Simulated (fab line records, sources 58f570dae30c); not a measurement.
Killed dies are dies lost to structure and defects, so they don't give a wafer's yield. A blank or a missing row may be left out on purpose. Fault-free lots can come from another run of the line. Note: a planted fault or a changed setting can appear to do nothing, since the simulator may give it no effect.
Split-lot experiment -- flow berkeley-cmos170 -- 23 wafers read across 5 lots, on a route 331 steps long

## SPLIT DETAILS
At UCB170_M3_COAT_10 (resist thk 900 nm), the setting resist-thk-nm was moved away from the recipe's 900 nm on 8 of the 23 wafers read, by -5.0% to +4.4%. The other wafers ran this setting at the recipe's value.

The split's own step is where the reading is taken.

## THE READING
KrF_of_M3_COAT_10.thk-nm (the simulator's own value, which no gauge read), in nm, at UCB170_M3_COAT_10 (resist thk 900 nm). The file does not state a usual value for it. The 15 wafers here that ran the recipe average 898.0 nm, standard deviation 1.9 nm.

wafer,"tool, chamber at the split","resist-thk-nm as run, nm",against the recipe,"KrF_of_M3_COAT_10.thk-nm, nm",against lot-mates on the recipe
L075.3,"litho-track-04, 0",900,recipe,898.1,-
L075.4,"litho-track-04, 0",900,recipe,898.7,-
L075.6,"litho-track-04, 0",900,recipe,897.6,-
L074.1,"litho-track-03, 0",900,recipe,895.1,-
L074.2,"litho-track-03, 0",900,recipe,895.2,-
L074.3,"litho-track-03, 0",900,recipe,894.7,-
L074.4,"litho-track-03, 0",900,recipe,896.5,-
L074.5,"litho-track-03, 0",900,recipe,898.5,-
L080.1,"litho-track-02, 0",854.9,-5.0%,850.8,-47.2
L080.3,"litho-track-02, 0",854.9,-5.0%,853.9,-44.1
L080.4,"litho-track-02, 0",900,recipe,896.9,-
L080.5,"litho-track-02, 0",854.9,-5.0%,855.1,-42.9
L080.6,"litho-track-02, 0",900,recipe,899.1,-
L081.1,"litho-track-03, 0",939.3,+4.4%,938.6,+39.3
L081.3,"litho-track-03, 0",939.3,+4.4%,938.6,+39.3
L081.2,"litho-track-03, 0",900,recipe,899.3,-
L081.4,"litho-track-03, 0",900,recipe,899.3,-
L081.6,"litho-track-03, 0",939.3,+4.4%,938.1,+38.8
L083.1,"litho-track-03, 0",875.2,-2.8%,873.3,-26.9
L083.2,"litho-track-03, 0",900,recipe,900.8,-
L083.4,"litho-track-03, 0",900,recipe,898.8,-
L083.5,"litho-track-03, 0",875.2,-2.8%,877.8,-22.4
L083.6,"litho-track-03, 0",900,recipe,901.1,-

FIT RESULTS
A straight line over all 23 wafers: KrF_of_M3_COAT_10.thk-nm changes by +8.99 nm for each +1% of resist-thk-nm; r = +1.00; the points scatter about the line by 2 nm.
The same after taking each lot's own level away (the mean of its wafers on the recipe; 23 wafers): +8.94 nm for each +1%; r = +1.00; scatter 1.3 nm.
Per that fit: largest resist-thk-nm move, reading shift of 45 nm.
The lots' own levels span 896.00 to 900.23 nm, that is 2.2 times the standard deviation above.
Hence the lot-to-lot level has little effect on the slope; both slopes agree.
Check: -44.2 nm against its lot-mates is what the line predicts for one of the wafers moved furthest among these (-5.0%) when that wafer is left out of the fit. It came out at -47.2 nm against them.

## OTHER SPLITS ON THESE WAFERS
Other splits were also applied to these wafers ahead of the reading. Each is held against what the fit with the lots' levels taken away leaves over:
other split on the same wafers,wafers away from the commonest value,r with KrF_of_M3_COAT_10.thk-nm (lot level and that fit taken away)
UCB170_M1_SPUTTER_00 power-w,10,-0.28
UCB170_V1_COAT_07 spin-rpm,8,-0.17
UCB170_V1_DEVELOP_11 develop-time-s,8,+0.08
UCB170_M2_COAT_10 resist-thk-nm,9,+0.41

## THE FILE'S OWN FIT
KrF_of_M3_COAT_10.thk-nm changes by +8.94 nm for each +1% of resist-thk-nm, r = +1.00.
